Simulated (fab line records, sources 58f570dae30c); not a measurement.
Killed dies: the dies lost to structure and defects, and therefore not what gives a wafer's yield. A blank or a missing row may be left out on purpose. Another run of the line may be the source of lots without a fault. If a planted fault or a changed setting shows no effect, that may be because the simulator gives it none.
Comparing a struck lot with a sound one || flow berkeley_cmos170 || 14 out of 331 route steps
Sound: these wafers, L433.1, L433.3, L433.5. Wafers struck: L436.2, L436.3, L436.4. The cause is given at the end.
Per side, at each step with rows, come the tool, then ch with its chambers, and then its first start. Under that, the readings that differ: sound wafers || struck wafers || difference of the means || sigmas: that difference in standard deviations of wafers without a fault.
alike: a reading whose means differ by less than 2 such deviations, as well as words and numbers matching on both sides. not compared: withheld readings; readings where some wafer has no value; bounds like >300 that might hide an equal value; numbers whose values overlap and for which the record gives no deviation.
A row with sigmas, a row that says differs or no value, or rows on one side alone: a step with any of these is where the two part. Non-overlapping numbers with no deviation appear without sigmas and do not part them. Lack of a reading on every wafer of one side parts them only where that side has two or more wafers.

UCB170_CONTACT_STRIP_06: strips in O2.
  sound on plasma_asher-01 ch 0, day 7 03:27; struck on plasma_asher-03 ch 0,1, day 7 14:14
  alike: drypump_motor_current_A, oes_product_au, strip_time_to_endpoint_s
  not compared: rf_hours_counter_h
then, 1 step without rows for these wafers: UCB170_CONTACT_CLEAN_07 (cleans in SPM, time 600 s).
UCB170_CONTACT_RTA_08: time 10 s.
  sound on rtp_anneal-02 ch 0, day 7 03:43; struck on rtp_anneal-02 ch 0, day 7 14:32
  alike: lamp_power_pct, wafer_temp_C_max
then, 6 steps without rows for these wafers: UCB170_CONTACT_COAT_09; UCB170_CONTACT_COAT_10 (resist thk 900 nm); UCB170_CONTACT_SOFTBAKE_11 (time 57.77 s); UCB170_CONTACT_EXPOSE_12 (exposes mask CONT, target cd 700 nm); UCB170_CONTACT_PEB_13; UCB170_CONTACT_DEVELOP_14 (develop time 45 s).
UCB170_CONTACT_CD_MEAS_15: the cd target is 700 nm.
  sound on cd_sem-01, day 7 05:08; struck on cd_sem-02, day 7 15:58
  alike: cd_nm
UCB170_CONTACT_OVL_MEAS_16:
  sound on overlay-02, day 7 05:15; struck on overlay-01, day 7 16:04
  alike: CONTACT_OVL
UCB170_CONTACT_ETCH_17: etches BARC in N2/H2.
  sound on rie_diel-04 ch 0,1, day 7 05:17; struck on rie_diel-04 ch 0,1,3, day 7 16:06
  alike: drypump_motor_current_A, oes_product_au, throttle_valve_pct
UCB170_CONTACT_ETCH_18: etches PSG in CHF3/CF4/Ar, stops on TiSi2, target depth 840 nm, time 195 s.
  sound on rie_diel-04 ch 0,1, day 7 05:00; struck on rie_diel-04 ch 0,1,3, day 7 16:00
{"reading": "oes_product_au (a.u.)", "sound": "0.916 0.911 0.913", "struck": "1.019 1.016 1.021", "difference": "+0.105", "sigmas": "+7"}
{"reading": "run_length_s (s)", "sound": "222.4 224.0 222.3", "struck": "174.3 174.6 174.3", "difference": -48.5, "sigmas": "-99 or more"}
{"reading": "model.CONTACT.feature_depth_nm (nm)", "sound": "713.7 709.5 709", "struck": "631.4 635.8 629.2", "difference": -78.6, "sigmas": ""}
{"reading": "model.etch.depth_nm (nm)", "sound": "713.7 709.5 709", "struck": "631.4 635.8 629.2", "difference": -78.6, "sigmas": ""}
{"reading": "model.KrF_of_CONTACT_COAT_10.thk_nm (nm)", "sound": "693.3 691.6 692.4", "struck": "737.6 736.9 741", "difference": "+46.1", "sigmas": ""}
  alike: drypump_motor_current_A, throttle_valve_pct
  not compared: rf_hours_counter_h
UCB170_CONTACT_STRIP_19: strips in O2.
  sound on plasma_asher-03 ch 0,1, day 7 05:27; struck on plasma_asher-03 ch 0,1, day 7 16:16
  alike: drypump_motor_current_A, oes_product_au
  not compared: rf_hours_counter_h

WHERE THEY PART
Only at UCB170_CONTACT_ETCH_18, within this record. Later steps at which nothing parts them and some readings are alike: UCB170_CONTACT_STRIP_19.

WHY: what the simulator had put in
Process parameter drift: rie_diel-04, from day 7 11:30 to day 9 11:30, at UCB170_CONTACT_ETCH_18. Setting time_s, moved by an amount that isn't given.
